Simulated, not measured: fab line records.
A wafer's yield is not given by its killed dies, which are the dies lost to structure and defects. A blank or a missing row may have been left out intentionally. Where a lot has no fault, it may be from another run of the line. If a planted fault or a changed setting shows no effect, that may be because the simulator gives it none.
Which tool is to blame? + flow rit cmos + Sampling: 14 lots, 42 wafers, 2 of 202 route steps

## WHAT THE GAUGES SHOWED, per wafer
RIT_CONTACT_CD_MEAS_08 targets a cd of 1000 nm.
| lot  | measured    | on        | cd nm (nm)                          |
|------|-------------|-----------|-------------------------------------|
| L966 | day 3 09:48 | cd sem-01 | 998.0 999.3 996.7                   |
| L967 | day 3 09:56 | cd sem-02 | 999.9 999.4 1000.1                  |
| L968 | day 3 13:46 | cd sem-02 | 995.5 993.4 993.7                   |
| L970 | day 4 00:38 | cd sem-02 | 999.6 1000.4 1000.1                 |
| L971 | day 4 05:21 | cd sem-02 | 1004.7 1006.0 1003.8                |
| L972 | day 4 10:03 | cd sem-01 | 995.0 995.9 995.8                   |
| L973 | day 4 13:50 | cd sem-01 | 997.8 998.8 998.9                   |
| L974 | day 4 20:23 | cd sem-02 | 998.8 1001.9 1001.9                 |
| L979 | day 5 21:38 | cd sem-02 | 940.6 942.2 942.4 940.4 942.2 942.6 |
| L981 | day 6 07:44 | cd sem-02 | 948.9 946.5 946.7 948.8 946.5 946.8 |
| L982 | day 6 11:37 | cd sem-02 | 1003.1 1002.6 1005.8                |
| L985 | day 7 02:55 | cd sem-02 | 1000.6 1000.9 999.8                 |
| L986 | day 7 08:04 | cd sem-02 | 1004.2 1003.4 1003.3                |
| L988 | day 7 17:34 | cd sem-01 | 1002.0 1002.1 1000.6                |

## WHICH TOOL RAN EACH LOT (tool, then ch and the chambers of the sampled wafers, then the start)
| lot  | RIT_CONTACT_DEVELOP_07           |
|------|----------------------------------|
| L966 | litho track-03 ch 0, day 3 09:00 |
| L967 | litho track-01 ch 0, day 3 09:00 |
| L968 | litho track-03 ch 0, day 3 13:00 |
| L970 | litho track-04 ch 0, day 4 00:00 |
| L971 | litho track-01 ch 0, day 4 05:00 |
| L972 | litho track-01 ch 0, day 4 09:00 |
| L973 | litho track-01 ch 0, day 4 13:00 |
| L974 | litho track-04 ch 0, day 4 20:00 |
| L979 | litho track-01 ch 0, day 5 21:00 |
| L981 | litho track-01 ch 0, day 6 07:00 |
| L982 | litho track-04 ch 0, day 6 11:00 |
| L985 | litho track-03 ch 0, day 7 02:00 |
| L986 | litho track-03 ch 0, day 7 07:00 |
| L988 | litho track-03 ch 0, day 7 17:00 |
- RIT_CONTACT_DEVELOP_07: develop time 120 s.

## WHAT THE TOOLS THEMSELVES READ (means of the sampled wafers that have a number; where no wafer has one, the mark that the record gives instead)
The record holds no such reading with a usual standard deviation.

## THE ANSWER, worked out from the rows above alone
Rule: the lots themselves supply what counts as usual. The widest of any qualifying gaps counts: lots, ordered by their means at a reading, are off when they make up no more than a third of the lots, leave a main group of 4 or more, and stand apart from it by 3 or more times the standard deviation of that group's means. A main group is skipped when, at the precision printed for the reading in the tables above, its means are all equal. Also off: a lot with no number at a reading for which 4 or more lots have one. Where the step has rows for the other lots, those lots are counted as sound. First the gauges in route order, then the tools' own readings, where a lot's mean is used as printed above. At the first step where some lot is off, the reading lying furthest off is the one used; lots without a number count as furthest.
Off: L979, L981 (RIT_CONTACT_CD_MEAS_08, cd nm). For the main group the mean is 1000.1 nm and the standard deviation 3.1.
If a tool, at a process step before that reading, ran all the lots that are off and no sound lot after the first of them, it fits. Gauges at RIT_CONTACT_CD_MEAS_08: tried the same way as those tools. One fits: litho track-01 at RIT_CONTACT_DEVELOP_07. A fault onset in the window from L973 (day 4 13:00, its last sound lot) to L979 (day 5 21:00, its first lot off) fits.

## WHAT THE SIMULATOR HAD INSERTED
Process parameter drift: litho track-01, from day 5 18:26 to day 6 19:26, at RIT_CONTACT_DEVELOP_07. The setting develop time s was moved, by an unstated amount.
Struck lots among those shown: L979, L981. The rule given above showed the same thing.
